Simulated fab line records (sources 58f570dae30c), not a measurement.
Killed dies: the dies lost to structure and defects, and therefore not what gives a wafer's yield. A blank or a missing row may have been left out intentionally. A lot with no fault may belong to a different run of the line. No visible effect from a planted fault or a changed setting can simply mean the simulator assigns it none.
fab line records	flow berkeley-cmos170
[record] lots = 7	wafers = 21	last-day = 11
route steps=331 shown PVT@115 GATE@125 FIELD@126
lots untouched by any fault: they come from a run of this same line in which no faults occurred
start-h: the number of hours between the record's first day and the start of the first shown wafer of the lot	wait-h: how many hours have passed since the lot's step before this one	" unchanged from the row above	L1.1+2: one row covering several wafers at once	- no value, or no start given	* or withheld: withheld	< > ~ a bound
route shown NAME@n: a module of which the file shows steps, and the number in the route of the first	usual: mean/standard deviation taken from wafers without a fault	same: alike in all rows	chamber/n: place in a boat	sites: per-site readings	_std_site: how widely they spread, as a standard deviation	_edge_site: outer sites' mean less inner sites'	radius-mm: for every site, how far away it sits from the centre of the wafer	mask NAME#n: copy n	behind: the most recent tool/chamber to have shaped the wafer	hold: the reason the lot was held/the length of the hold in hours/how it ended	device: transistor that didn't switch, given as n, p or np	end of line: the same wafers' tests at the end of the route	step lacking rows: just its recipe	killed: dies that structure and defects cost at the first sort, which is not the same as the wafer's yield	map: per-die view of a wafer (x killed, . not killed, _ where there is no die)
set.NAME: the run value of the setting; set.NAME@STEP: its run value at that earlier step	model.NAME: the simulator's own value behind a step, which no gauge read
lots at selected steps of the route; one table per step, one row per wafer
services: when a tool's chamber went out of use (start-h, in hours from the record's first day, below 0 if earlier), for how many hours, and the reason
[[steps]]
[step UCB170_PVT_HMDS_00]
[recipe] prime-time-s = 60	prime-temp-c = 100
[step UCB170_PVT_COAT_01]
[recipe] resist = KrF	spin-rpm = 1500	resist-thk-nm = 900
[step UCB170_PVT_SOFTBAKE_02]
[recipe] resist = KrF	temp-c = 130	time-s = 60
[step UCB170_PVT_EXPOSE_03]
[recipe] mask-id = NWELL	target-cd-nm = 3000	na = 0.5	sigma-outer = 0.6	source-shape = conventional	dose-mj = 30
[step UCB170_PVT_PEB_04]
[recipe] peb-temp-c = 130	peb-time-s = withheld	resist = KrF
[step UCB170_PVT_DEVELOP_05]
[recipe] developer = TMAH	develop-time-s = 45	resist = KrF	dev-temp-c = 21
[step UCB170_PVT_OVL_MEAS_06]
[usual] PVT_OVL = -3/5.6
lot.wafer	tool	chamber	start-h	wait-h	PVT_OVL[nm]
L127.3	overlay-02	-	105.21	-	3
L127.4	"	-	"	"	8
L127.6	"	-	"	"	3
L131.1	overlay-01	-	135.54	-	-8
L131.2	"	-	"	"	-5
L131.4	"	-	"	"	-4
L133.2	overlay-02	-	159.35	-	-14
L133.4	"	-	"	"	-6
L133.6	"	-	"	"	-6
L135.1	overlay-02	-	161.59	-	-8
L135.2	"	-	"	"	3
L135.6	"	-	"	"	4
L136.1	overlay-02	-	169.10	-	-4
L136.2	"	-	"	"	-1
L136.5	"	-	"	"	0
L146.2	overlay-01	-	217.52	-	-5
L146.5	"	-	"	"	-6
L146.6	"	-	"	"	0
L148.1	overlay-01	-	217.65	-	-7
L148.3	"	-	"	"	-15
L148.4	"	-	"	"	-6
[step UCB170_PVT_IMPLANT_07]
[recipe] species = P	dose-cm2 = 2e+12	energy-kev = 30	tilt-deg = 7
[step UCB170_PVT_STRIP_08]
[recipe] chemistry = O2	power-w = 400	pressure-mtorr = 3500	platen-temp-c = withheld	o2-flow-sccm = 400	overash-fraction = 0.5
[usual] drypump-motor-current-A = 5.5/0.57	oes-product-au = 0.734/0.0048	strip-time-to-endpoint-s = 21.66/0.06
lot.wafer	tool	chamber	start-h	wait-h	drypump-motor-current-A	oes-product-au	rf-hours-counter-h	strip-time-to-endpoint-s
L127.3	plasma-asher-03	1	105.42	0.1	5.7	0.729	-	21.52
L127.4	"	0	"	"	5.1	0.737	-	21.59
L127.6	"	1	"	"	5.7	0.735	-	21.61
L131.1	plasma-asher-01	0	135.73	0.1	5.9	0.729	37	21.67
L131.2	"	1	"	"	4.7	0.736	37	21.69
L131.4	"	1	"	"	4.7	0.734	-	21.77
L133.2	plasma-asher-03	0	159.53	0.1	5.1	0.732	44	21.63
L133.4	"	0	"	"	5.1	0.739	-	21.59
L133.6	"	1	"	"	5.7	0.728	-	21.62
L135.1	plasma-asher-03	1	161.78	0.1	5.8	0.739	44	21.69
L135.2	"	0	"	"	5.1	0.738	44	21.65
L135.6	"	0	"	"	5.1	0.729	-	21.61
L136.1	plasma-asher-01	1	169.29	0.1	4.7	0.732	40	21.66
L136.2	"	0	"	"	5.9	0.734	40	21.72
L136.5	"	1	"	"	4.6	0.732	-	21.68
L146.2	plasma-asher-03	0	217.70	0.1	5.1	0.738	49	21.63
L146.5	"	1	"	"	5.8	0.724	-	21.59
L146.6	"	0	"	"	5.1	0.738	-	21.65
L148.1	plasma-asher-02	1	217.84	0.1	6.5	0.735	8	21.68
L148.3	"	1	"	"	6.4	0.734	-	21.60
L148.4	"	0	"	"	5.6	0.738	-	21.67
[step UCB170_PVT_TW_MEAS_09]
[usual] PVT_TW = 507.7/2.6
lot.wafer	tool	chamber	start-h	wait-h	PVT_TW
L127.3	film-metro-04	-	105.51	0.1	506.1
L127.4	"	-	"	"	507.1
L127.6	"	-	"	"	509.1
L131.1	film-metro-03	-	135.83	0.1	512.0
L131.2	"	-	"	"	512.2
L131.4	"	-	"	"	511.8
L133.2	film-metro-04	-	159.64	0.1	512.3
L133.4	"	-	"	"	510.0
L133.6	"	-	"	"	506.5
L135.1	film-metro-03	-	161.88	0.1	506.2
L135.2	"	-	"	"	507.3
L135.6	"	-	"	"	505.7
L136.1	film-metro-04	-	169.39	0.1	510.2
L136.2	"	-	"	"	509.4
L136.5	"	-	"	"	510.3
L146.2	film-metro-04	-	217.81	0.1	505.1
L146.5	"	-	"	"	506.3
L146.6	"	-	"	"	508.0
L148.1	film-metro-01	-	217.94	0.1	502.5
L148.3	"	-	"	"	502.0
L148.4	"	-	"	"	501.0
[step UCB170_GATE_WET_ETCH_00]
[recipe] chemistry = dHF	dilution = 25:1	target = SiO2	temp-c = 25	time-s = 200
[step UCB170_FIELD_THK_MEAS_91]
[recipe] reads = SiO2_of_FIELD_OXIDATION_01
[usual] FIELD_OXIDE_LEFT_2_THK = 355/9.5
lot.wafer	tool	chamber	start-h	wait-h	FIELD_OXIDE_LEFT_2_THK[nm]
L127.3	film-metro-03	-	106.09	0.0	350
L127.4	"	-	"	"	346
L127.6	"	-	"	"	347
L131.1	film-metro-01	-	135.95	0.0	362
L131.2	"	-	"	"	346
L131.4	"	-	"	"	352
L133.2	film-metro-03	-	159.77	0.0	355
L133.4	"	-	"	"	356
L133.6	"	-	"	"	350
L135.1	film-metro-04	-	162.01	0.0	371
L135.2	"	-	"	"	368
L135.6	"	-	"	"	364
L136.1	film-metro-03	-	169.68	0.0	355
L136.2	"	-	"	"	362
L136.5	"	-	"	"	364
L148.1	film-metro-04	-	219.25	0.0	339
L148.3	"	-	"	"	343
L148.4	"	-	"	"	353
L146.2	film-metro-03	-	219.26	0.0	378
L146.5	"	-	"	"	365
L146.6	"	-	"	"	367
[step UCB170_GATE_OXIDATION_01]
[recipe] temp-c = 850	ambient = O2	target-thk-a = 66	ox-time-s = 1800
[usual] ox-temp-c = 850.0/0.38	ox-temp-c-max = 853.5/1	ox-time-s = 1800/0
lot.wafer	tool	chamber	start-h	wait-h	ox-temp-c	ox-temp-c-max	ox-time-s
L127.3	furnace-04	0	109.35	3.2	849.5	852.7	1800
L127.4	"	0	"	"	850.0	852.7	1800
L127.6	"	0	"	"	850.1	853.2	1800
L131.1	furnace-01	0	139.51	3.5	849.7	852.9	1800
L131.2	"	0	"	"	850.6	853.3	1800
L131.4	"	0	"	"	850.6	853.8	1800
L133.2	furnace-04	-	162.66	2.9	-	-	-
L133.4	"	-	"	"	-	-	-
L133.6	"	-	"	"	-	-	-
L135.1	furnace-04	-	162.66	0.6	-	-	-
L135.2	"	-	"	"	-	-	-
L135.6	"	-	"	"	-	-	-
L136.1	furnace-01	-	173.30	3.6	-	-	-
L136.2	"	-	"	"	-	-	-
L136.5	"	-	"	"	-	-	-
L146.2	furnace-02	0	219.31	0.0	849.4	854.1	1800
L146.5	"	0	"	"	849.1	854.1	1800
L146.6	"	0	"	"	850.2	855.6	1800
L148.1	furnace-02	0	219.31	0.1	850.1	854.9	1800
L148.3	"	0	"	"	850.6	855.2	1800
L148.4	"	0	"	"	850.4	854.8	1800
[step UCB170_GATE_ANNEAL_03]
[recipe] temp-c = 900	time-s = 1800	ambient = N2
[[services]]
tool	chamber	start-h	hours	kind
furnace-02	-	91.63	2.9	pm
plasma-asher-02	-	95.26	28.1	pm
furnace-01	-	114.15	3.0	pm
plasma-asher-02	-	123.36	9.0	pm
plasma-asher-02	0	123.36	9.0	vent-cycle
plasma-asher-02	1	123.36	9.0	vent-cycle
plasma-asher-02	-	132.36	2.8	pm
plasma-asher-02	0	132.36	-	clean
plasma-asher-02	1	132.36	-	clean
furnace-01	-	136.78	2.7	pm
plasma-asher-02	-	149.18	1.8	repair
furnace-02	-	186.02	3.3	pm
plasma-asher-01	-	186.42	2.8	pm
[[key]]
[first-sign] step = UCB170_GATE_OXIDATION_01	reading = tool-record	direction = missing
effect none on later readings
met-at UCB170_GATE_OXIDATION_01
struck-wafers L133.2,L133.4,L133.6,L135.1,L135.2,L135.6,L136.1,L136.2,L136.5
later-rows-left-out L133.2,L133.4,L133.6,L135.1,L135.2,L135.6,L136.1,L136.2,L136.5
sort-left-out L133.2,L133.4,L133.6,L135.1,L135.2,L135.6,L136.1,L136.2,L136.5
tester-left-out L133,L135,L136
onset-between 139.51 162.66
[fault] kind = skipped-step-whole	tool = furnace-01,furnace-04	chamber = -	onset-h = 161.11	steps = UCB170_GATE_OXIDATION_01	scope = struck-lots-only
// tester-left-out: of these lots the tester's yield and bins aren't shown, on N5 and GAA mostly nor the transistor test; their killed dies are dies lost to structure and defects alone, not to doping, threshold or leakage, so they don't give the yield
// sort-left-out: the simulated sort isn't trusted on such a fault, so these wafers' sort isn't shown, and their yield isn't known
// later-rows-left-out: the simulator's readings of these wafers behind a module that went badly wrong aren't trusted and aren't shown, but for the sort
